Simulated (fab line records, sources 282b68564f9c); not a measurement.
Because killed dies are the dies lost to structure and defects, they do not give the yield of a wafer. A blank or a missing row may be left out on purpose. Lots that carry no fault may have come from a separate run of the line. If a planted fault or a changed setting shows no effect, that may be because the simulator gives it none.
Code-filled problem report in 8D (eight disciplines) form || flow ritCmos || the parts of the form that need people (team, actions taken, sign-off) are left out

== 1. WHAT IS WRONG ==
Wafers free of any fault read 1046 (standard deviation 6.6) for NRETRO_TW at RIT_NRETRO_TW_MEAS_10, against a mean of 966 on 6 wafers of 2 lots. That puts it -12 standard deviations away from the usual mean.
First seen on wafer L452.3, day 3 10:44, on filmMetro-02. The record has a number at this step for 42 wafers belonging to 14 lots. Rule for "out" (also "out of limits"): further than 4 standard deviations from the usual mean. The rest of the wafers with a number are treated as sound.

== 2. WHAT IT IS; WHAT IT IS NOT ==
{"question": "which readings at this step", "is": "NRETRO_TW", "is not": "-"}
{"question": "which lots", "is": "L452, L456", "is not": "L447, L448, L449, L450, L451, L454, L461, L465, L467, L468, L469, L470"}
{"question": "which wafers of those lots", "is": "all that have a number", "is not": "-"}
{"question": "read on which gauges", "is": "filmMetro-02", "is not": "filmMetro-03, filmMetro-04"}
{"question": "when", "is": "from day 3 10:44", "is not": "up to then (15 sound wafers); but 21 sound wafers of L454, L461, L465, L467, L468, L469, L470 came after"}

== 3. THE SUSPECTS, EACH WITH WHAT RULES IT OUT ==
Counting: any tool at a process step up to the reading is kept as a suspect provided that every lot that is out went through it and no sound lot did after the first of them.
- the gauge at RIT_NRETRO_TW_MEAS_10 is ruled out. All the wafers that are out were read on filmMetro-02, but those of them that RIT_NRETRO_IMPLANT_08 has rows for are out there too, on other tools.
- implanter-04 at RIT_NRETRO_IMPLANT_08: ruled out as a lasting fault. Following L452 (day 3 10:27), the first lot on it that is out, the sound lots L468 were run on it.
Left after counting: nothing in the record.

== 4. THE CAUSE (what the simulator had put in) ==
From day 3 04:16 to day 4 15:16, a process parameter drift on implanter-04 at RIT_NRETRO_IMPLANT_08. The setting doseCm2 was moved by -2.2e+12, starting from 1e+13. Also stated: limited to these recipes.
Counting ruled it out, wrongly: the rule takes a fault to strike every lot that its tool runs from its start on, and this one did not.

== 5. THE EFFECT CHAIN, in route order ==
Rows list readings where the struck wafers' mean (over those with a number) sits beyond 3 standard deviations from the usual. Readings are gone through only where the record gives a usual standard deviation; hours: the median, over the lots, of the time from a lot's start at the first step in this table giving one to that lot's start at this step; sigmas: the change measured in usual standard deviations.
{"hours": 0, "step": "RIT_NRETRO_IMPLANT_08", "reading": "doseIonsCm2", "usual": 1.0003e+13, "on struck wafers": 7.8047e+12, "change": -2.1983e+12, "sigmas": "-99 or more"}
{"hours": 0, "step": "RIT_NRETRO_IMPLANT_08", "reading": "faradayCurrentUA", "usual": 31.7, "on struck wafers": 24.8, "change": -6.9, "sigmas": -11}
{"hours": 0, "step": "RIT_NRETRO_TW_MEAS_10", "reading": "NRETRO_TW", "usual": 1046, "on struck wafers": 966, "change": -80, "sigmas": -12}
Here are the process steps it includes:
- RIT_NRETRO_IMPLANT_08

== 6. HOW IT WOULD HAVE BEEN CAUGHT EARLIER ==
The first out-of-limits reading at a measuring or inspecting step in this record came at day 3 10:44, 6 hours after the fault's start at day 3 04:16.
The tool's own readings at RIT_NRETRO_IMPLANT_08 were out on every struck wafer that the step has a row for (doseIonsCm2, faradayCurrentUA): an alarm limit on them would have fired on the first of those.
